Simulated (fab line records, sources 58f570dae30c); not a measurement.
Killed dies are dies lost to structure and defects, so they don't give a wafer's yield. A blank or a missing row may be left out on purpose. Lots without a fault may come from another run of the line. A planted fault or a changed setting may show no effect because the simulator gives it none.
Chamber matching | flow berkeley_cmos170 | UCB170_SPACER_CVD_00 on pecvd-04: 3 sister chambers
The step deposits SiO2 from TEOS/O2, target thk 376 nm, time 47 s. 14 wafers are shown with their chamber, then 7 later ones without.

WAFERS WITH THEIR CHAMBER
wafer  | chamber | heater_power_w (W)
L490.1 | 0       | 267
L490.3 | 2       | 387
L490.6 | 0       | 285
L497.1 | 2       | 366
L497.2 | 1       | 238
L497.6 | 1       | 245
L496.2 | 0       | 271
L496.4 | 1       | 172
L496.5 | 2       | 318
L502.1 | 2       | 355
L502.3 | 1       | 225
L502.6 | 1       | 243
L501.1 | 1       | 258
L501.5 | 2       | 369

SIGNATURES (means of the wafers above)
reading        | chamber 0 | chamber 1 | chamber 2 | scatter within a chamber
heater_power_w | 274.33    | 230.17    | 359.00    | 26
Rule: a wafer's distance from a chamber is the root of the sum, over the readings, of the square of ((its reading less the chamber's mean) divided by the reading's scatter). The wafer belongs to the nearest chamber; if the next one is less than 2 further off, it can't be placed. The scatter: the root of (the sum of the squares of (reading less its chamber's mean) over the shown wafers, divided by (wafers less chambers)).

WAFERS WITHOUT THEIR CHAMBER
wafer  | heater_power_w (W)
L501.6 | 212
L503.1 | 196
L503.5 | 207
L503.6 | 323
L504.2 | 274
L504.4 | 222
L504.5 | 282

WHICH CHAMBER EACH WENT THROUGH
wafer  | from the rows above     | in truth
L501.6 | can't be placed: 1 or 0 | 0
L503.1 | can't be placed: 1 or 0 | 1
L503.5 | can't be placed: 1 or 0 | 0
L503.6 | can't be placed: 2 or 0 | 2
L504.2 | can't be placed: 0 or 1 | 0
L504.4 | can't be placed: 1 or 0 | 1
L504.5 | can't be placed: 0 or 1 | 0
Placed correctly: 0 of 7. Can't be placed from these rows: 7 (the true chamber is among the candidates in 7). Placed wrongly: 0.
